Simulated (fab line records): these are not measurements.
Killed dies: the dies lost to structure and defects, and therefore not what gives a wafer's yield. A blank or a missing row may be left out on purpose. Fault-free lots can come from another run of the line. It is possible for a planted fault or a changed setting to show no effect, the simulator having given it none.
Split-lot experiment -- flow berkeley_cmos170 -- 5 lots, 23 wafers read, on a route of 331 steps

ON THE SPLIT
At UCB170_NVT_COAT_01 (resist thk 900 nm), the setting spin_rpm was moved away from the recipe's 1500 rpm on 8 of the 23 wafers read, by -5.1% to +2.9%. The other wafers ran this setting at the recipe's value.

Reading taken at the split's own step.

THE READING
KrF_of_NVT_COAT_01.thk_nm (the simulator's own value, which no gauge read), in nm, at UCB170_NVT_COAT_01 (resist thk 900 nm). There is no usual value for it anywhere in the file. Here, 15 wafers ran the recipe; their average is 899.5 nm with a standard deviation of 2.3 nm.

wafer,"tool, chamber at the split","spin_rpm as run, rpm",against the recipe,"KrF_of_NVT_COAT_01.thk_nm, nm",against lot-mates on the recipe
L076.1,"litho_track-02, 0",1500,recipe,897.2,-
L076.2,"litho_track-02, 0",1500,recipe,894.4,-
L076.3,"litho_track-02, 0",1500,recipe,899.3,-
L077.2,"litho_track-03, 0",1500,recipe,903.2,-
L077.3,"litho_track-03, 0",1544,+2.9%,887.4,-14.3
L077.4,"litho_track-03, 0",1544,+2.9%,888.7,-13.0
L077.5,"litho_track-03, 0",1500,recipe,902.7,-
L077.6,"litho_track-03, 0",1500,recipe,899.3,-
L080.1,"litho_track-03, 0",1440,-4.0%,917.8,+16.2
L080.2,"litho_track-03, 0",1440,-4.0%,920.1,+18.6
L080.3,"litho_track-03, 0",1500,recipe,900.6,-
L080.4,"litho_track-03, 0",1500,recipe,902.5,-
L080.6,"litho_track-03, 0",1440,-4.0%,918.8,+17.2
L083.1,"litho_track-04, 0",1500,recipe,899.6,-
L083.2,"litho_track-04, 0",1423,-5.1%,921.4,+22.0
L083.4,"litho_track-04, 0",1423,-5.1%,921,+21.6
L083.5,"litho_track-04, 0",1423,-5.1%,923.8,+24.4
L083.6,"litho_track-04, 0",1500,recipe,899.2,-
L084.1,"litho_track-03, 0",1500,recipe,897.9,-
L084.2,"litho_track-03, 0",1500,recipe,897.8,-
L084.4,"litho_track-03, 0",1500,recipe,898.2,-
L084.5,"litho_track-03, 0",1500,recipe,898.4,-
L084.6,"litho_track-03, 0",1500,recipe,901.5,-

FIT RESULTS
A straight line over all 23 wafers: KrF_of_NVT_COAT_01.thk_nm changes by -4.45 nm for each +1% of spin_rpm; r = -0.98; the points scatter about the line by 2.2 nm.
The same after taking each lot's own level away (the mean of its wafers on the recipe; 23 wafers): -4.44 nm for each +1%; r = -0.99; scatter 1.4 nm.
That fit puts the effect of the largest move of spin_rpm on the reading at 23 nm.
From 896.97 to 901.73 nm: that is the span of the lots' own levels, equal to 2.1 times the standard deviation above.
The two slopes agree, so the slope changes little with the lot-to-lot level.
Check: with one of the wafers moved furthest among these (-5.1%) left out of the fit, the line predicts +22.8 nm for it against its lot-mates. It came out at +22 nm against them.

THESE WAFERS: OTHER SPLITS
Note: prior to the reading, these wafers also went through further splits. Each is held against what the fit with the lots' levels taken away leaves over:
other split on the same wafers,wafers away from the commonest value,r with KrF_of_NVT_COAT_01.thk_nm (lot level and that fit taken away)
UCB170_ZERO_STRIP_07 o2_flow_sccm,6,-0.18
UCB170_PWELL_CVD_05 temp_c,10,+0.08
UCB170_PWELL_ETCH_14 rf_w,4,-0.01
UCB170_PFIELD_IMPLANT_07 energy_kev,7,-0.22

THE WHOLE CHAIN: every reading that the file lists as answering this split, in the file's order
step,what it does,reading,change (the file's fit),r (the file's)
UCB170_NVT_COAT_01,resist thk 900 nm,"KrF_of_NVT_COAT_01.thk_nm (the simulator's own value, which no gauge read)",-4.43 nm for each +1% of the setting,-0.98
UCB170_NVT_STRIP_08,strips in O2,strip_time_to_endpoint_s,withheld for each +1% of the setting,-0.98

THE FILE'S OWN FIT
KrF_of_NVT_COAT_01.thk_nm changes by -4.43 nm for each +1% of spin_rpm, r = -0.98.
